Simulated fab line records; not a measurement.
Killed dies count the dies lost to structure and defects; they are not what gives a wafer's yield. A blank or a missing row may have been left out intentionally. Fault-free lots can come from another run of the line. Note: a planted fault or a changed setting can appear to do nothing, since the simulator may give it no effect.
The tool behind it: which one? + flow berkeley cmos170 + 15 lots, 45 wafers sampled, at 5 steps of a route of 331

WHAT THE GAUGES READ, wafer by wafer
UCB170_PWELL_OVL_MEAS_13. Usual: PWELL_OVL gives -2 nm (standard deviation 5.2).
| lot  | measured    | on         | PWELL_OVL (nm) | flag |
|------|-------------|------------|----------------|------|
| L409 | day 3 10:04 | overlay-01 | 2 -1 -2        |      |
| L410 | day 3 20:09 | overlay-02 | -1 5 -2        |      |
| L411 | day 3 19:53 | overlay-01 | -12 -17 -8     |      |
| L412 | day 4 06:04 | overlay-02 | -1 -1 6        |      |
| L415 | day 4 14:50 | overlay-02 | -2 -8 2        |      |
| L416 | day 5 01:36 | overlay-02 | 0 2 -3         |      |
| L417 | day 5 01:48 | overlay-01 | 0 2 0          |      |
| L422 | day 6 03:52 | overlay-01 | -4 1 0         |      |
| L426 | day 6 15:25 | overlay-02 | -6 -7 -8       |      |
| L425 | day 6 15:47 | overlay-01 | -6 -8 -4       |      |
| L427 | day 7 01:11 | overlay-02 | 3 -4 5         |      |
| L429 | day 7 07:25 | overlay-02 | -8 -11 -7      |      |
| L428 | day 7 07:41 | overlay-02 | 1 -3 0         |      |
| L430 | day 7 20:38 | overlay-02 | -3 -2 1        |      |
| L431 | day 7 20:20 | overlay-02 | -6 0 -6        |      |

UCB170_V1_THK_MEAS_04. Usual: V1_POLISHED_THK gives 1000.3 nm (standard deviation 1.3).
| lot  | measured     | on            | V1_POLISHED_THK (nm) | flag |
|------|--------------|---------------|----------------------|------|
| L409 | day 8 09:01  | film metro-02 | 998.9 998.0 998.5    |      |
| L410 | day 8 20:32  | film metro-02 | 998.5 998.6 997.0    |      |
| L411 | day 8 17:41  | film metro-04 | 1001.1 1000.1 1000.8 |      |
| L412 | day 9 08:04  | film metro-02 | 998.6 999.3 1000.5   |      |
| L415 | day 10 01:55 | film metro-04 | 1000.1 1001.7 1001.6 |      |
| L416 | day 10 02:12 | film metro-04 | 1000.4 999.9 998.4   |      |
| L417 | day 10 00:35 | film metro-04 | 1000.3 999.0 999.2   |      |
| L422 | day 11 19:46 | film metro-02 | 1000.0 1001.5 1001.9 |      |
| L426 | day 12 15:35 | film metro-03 | 1000.7 1001.6 1000.7 |      |
| L425 | day 12 18:55 | film metro-04 | 1002.3 999.6 1000.7  |      |
| L427 | day 12 17:34 | film metro-03 | 1000.0 1001.8 1001.7 |      |
| L429 | day 12 20:14 | film metro-03 | 1001.3 1001.1 1000.5 |      |
| L428 | day 12 20:14 | film metro-02 | 1000.8 999.7 1002.9  |      |
| L430 | day 14 10:38 | film metro-04 | 999.3 999.9 1001.3   |      |
| L431 | day 14 11:59 | film metro-04 | 1001.3 998.8 1002.5  |      |

WHAT TOOL EACH LOT RAN ON (gives the tool, then ch and the chambers of the sampled wafers, and finally the start)
| lot  | UCB170_NWELL_STRIP_15               | UCB170_BACKSIDE_COAT_01           | UCB170_BACKSIDE_STRIP_03             |
|------|-------------------------------------|-----------------------------------|--------------------------------------|
| L409 | plasma asher-01 ch 0,1, day 2 12:28 | litho track-02 ch 0, day 7 21:00  | plasma asher-04 ch 0,1, day 7 21:16  |
| L410 | plasma asher-01 ch 0,1, day 2 20:19 | litho track-02 ch 0, day 8 08:17  | plasma asher-02 ch 0,1, day 8 08:35  |
| L411 | plasma asher-04 ch 0,1, day 3 02:19 | litho track-02 ch 0, day 8 07:25  | plasma asher-02 ch 0,1, day 8 07:41  |
| L412 | plasma asher-03 ch 0,1, day 3 09:04 | litho track-03 ch 0, day 8 20:39  | plasma asher-02 ch 0,1, day 8 20:55  |
| L415 | plasma asher-04 ch 0,1, day 3 18:01 | litho track-02 ch 0, day 9 11:50  | plasma asher-04 ch 0,1, day 9 12:06  |
| L416 | plasma asher-04 ch 0,1, day 4 05:08 | litho track-02 ch 0, day 9 11:15  | plasma asher-04 ch 0,1, day 9 11:33  |
| L417 | plasma asher-03 ch 0,1, day 4 05:23 | litho track-02 ch 0, day 9 12:23  | plasma asher-04 ch 0,1, day 9 12:40  |
| L422 | plasma asher-01 ch 0,1, day 5 09:04 | litho track-03 ch 0, day 11 08:25 | plasma asher-04 ch 0,1, day 11 08:41 |
| L426 | plasma asher-01 ch 0,1, day 5 19:38 | litho track-01 ch 0, day 12 05:46 | plasma asher-04 ch 0,1, day 12 06:03 |
| L425 | plasma asher-04 ch 0,1, day 5 19:57 | litho track-01 ch 0, day 12 06:15 | plasma asher-03 ch 0,1, day 12 06:32 |
| L427 | plasma asher-01 ch 0,1, day 6 06:16 | litho track-03 ch 0, day 12 06:01 | plasma asher-02 ch 0,1, day 12 06:17 |
| L429 | plasma asher-01 ch 0,1, day 6 13:31 | litho track-03 ch 0, day 12 08:02 | plasma asher-02 ch 0,1, day 12 08:20 |
| L428 | plasma asher-04 ch 0, day 6 13:38   | litho track-02 ch 0, day 12 07:35 | plasma asher-04 ch 0, day 12 07:51   |
| L430 | plasma asher-03 ch 0,1, day 7 00:13 | litho track-03 ch 0, day 13 23:16 | plasma asher-04 ch 0,1, day 13 23:34 |
| L431 | plasma asher-01 ch 0,1, day 7 00:32 | litho track-01 ch 0, day 13 23:45 | plasma asher-03 ch 0,1, day 14 00:02 |
- UCB170_NWELL_STRIP_15: strips in O2.
- UCB170_BACKSIDE_COAT_01: resist thk 900 nm.
- UCB170_BACKSIDE_STRIP_03: strips in O2.

AS READ BY THE TOOLS THEMSELVES (means over the sampled wafers that have a number; for cases with no such wafer, the mark the record gives instead)
UCB170_NWELL_STRIP_15. Usual: drypump motor current A 5.8 A, standard deviation 0.48; oes product au 0.720 a.u., standard deviation 0.0045; strip time to endpoint s 18.04 s, standard deviation 0.08.
| lot  | tool            | drypump motor current A (A) | oes product au (a.u.) | strip time to endpoint s (s) | flag |
|------|-----------------|-----------------------------|-----------------------|------------------------------|------|
| L409 | plasma asher-01 | 6.0                         | 0.719                 | 18.06                        |      |
| L410 | plasma asher-01 | 6.0                         | 0.720                 | 18.06                        |      |
| L411 | plasma asher-04 | 5.7                         | 0.718                 | 17.97                        |      |
| L412 | plasma asher-03 | 6.2                         | 0.719                 | 18.00                        |      |
| L415 | plasma asher-04 | 5.4                         | 0.721                 | 18.12                        |      |
| L416 | plasma asher-04 | 5.4                         | 0.724                 | 17.96                        |      |
| L417 | plasma asher-03 | 6.2                         | 0.724                 | 18.10                        |      |
| L422 | plasma asher-01 | 5.8                         | 0.720                 | 18.12                        |      |
| L426 | plasma asher-01 | 5.7                         | 0.717                 | 17.87                        |      |
| L425 | plasma asher-04 | 5.4                         | 0.721                 | 17.96                        |      |
| L427 | plasma asher-01 | 6.0                         | 0.722                 | 17.97                        |      |
| L429 | plasma asher-01 | 6.0                         | 0.717                 | 18.16                        |      |
| L428 | plasma asher-04 | 6.0                         | 0.718                 | 17.98                        |      |
| L430 | plasma asher-03 | 5.9                         | 0.722                 | 18.04                        |      |
| L431 | plasma asher-01 | 5.8                         | 0.719                 | 17.98                        |      |

UCB170_BACKSIDE_STRIP_03. Usual: drypump motor current A 5.7 A, standard deviation 0.5; oes product au 0.734 a.u., standard deviation 0.0045; strip time to endpoint s 21.93 s, standard deviation 0.048.
| lot  | tool            | drypump motor current A (A) | oes product au (a.u.) | strip time to endpoint s (s) | flag |
|------|-----------------|-----------------------------|-----------------------|------------------------------|------|
| L409 | plasma asher-04 | 5.7                         | 0.735                 | 21.94                        |      |
| L410 | plasma asher-02 | 5.5                         | 0.737                 | 21.92                        |      |
| L411 | plasma asher-02 | 5.8                         | 0.737                 | 21.91                        |      |
| L412 | plasma asher-02 | 5.8                         | 0.734                 | 21.88                        |      |
| L415 | plasma asher-04 | 5.3                         | 0.739                 | 26.25                        | OFF  |
| L416 | plasma asher-04 | 5.3                         | 0.732                 | 26.14                        | OFF  |
| L417 | plasma asher-04 | 5.3                         | 0.733                 | 26.20                        | OFF  |
| L422 | plasma asher-04 | 5.7                         | 0.736                 | 22.02                        |      |
| L426 | plasma asher-04 | 5.3                         | 0.734                 | 21.89                        |      |
| L425 | plasma asher-03 | 6.2                         | 0.735                 | 21.89                        |      |
| L427 | plasma asher-02 | 5.5                         | 0.735                 | 22.04                        |      |
| L429 | plasma asher-02 | 5.5                         | 0.734                 | 21.96                        |      |
| L428 | plasma asher-04 | 6.0                         | 0.735                 | 21.86                        |      |
| L430 | plasma asher-04 | 5.7                         | 0.730                 | 21.96                        |      |
| L431 | plasma asher-03 | 5.9                         | 0.736                 | 21.98                        |      |

THE ANSWER, worked out from the rows above alone
Rule: a lot counts as off when the mean over its wafers that have a number is more than 3 standard deviations away from the usual mean. A lot without any number at a reading at which 4 lots or more have one is off too. Any other lot the step has rows for is counted as sound. Order of review: gauges by route order, followed by the tools' own readings, for which a lot's mean as printed above is used. At the first step where some lot is off, the reading lying furthest off is the one used; lots without a number count as furthest.
Off at UCB170_BACKSIDE_STRIP_03 (strip time to endpoint s): L415, L416, L417.
If a tool, at that step or one of the process steps before it, ran each lot that is off and ran no sound lot following the first of them, it fits. None of those tried fits.

WHAT THE SIMULATOR HAD PUT IN
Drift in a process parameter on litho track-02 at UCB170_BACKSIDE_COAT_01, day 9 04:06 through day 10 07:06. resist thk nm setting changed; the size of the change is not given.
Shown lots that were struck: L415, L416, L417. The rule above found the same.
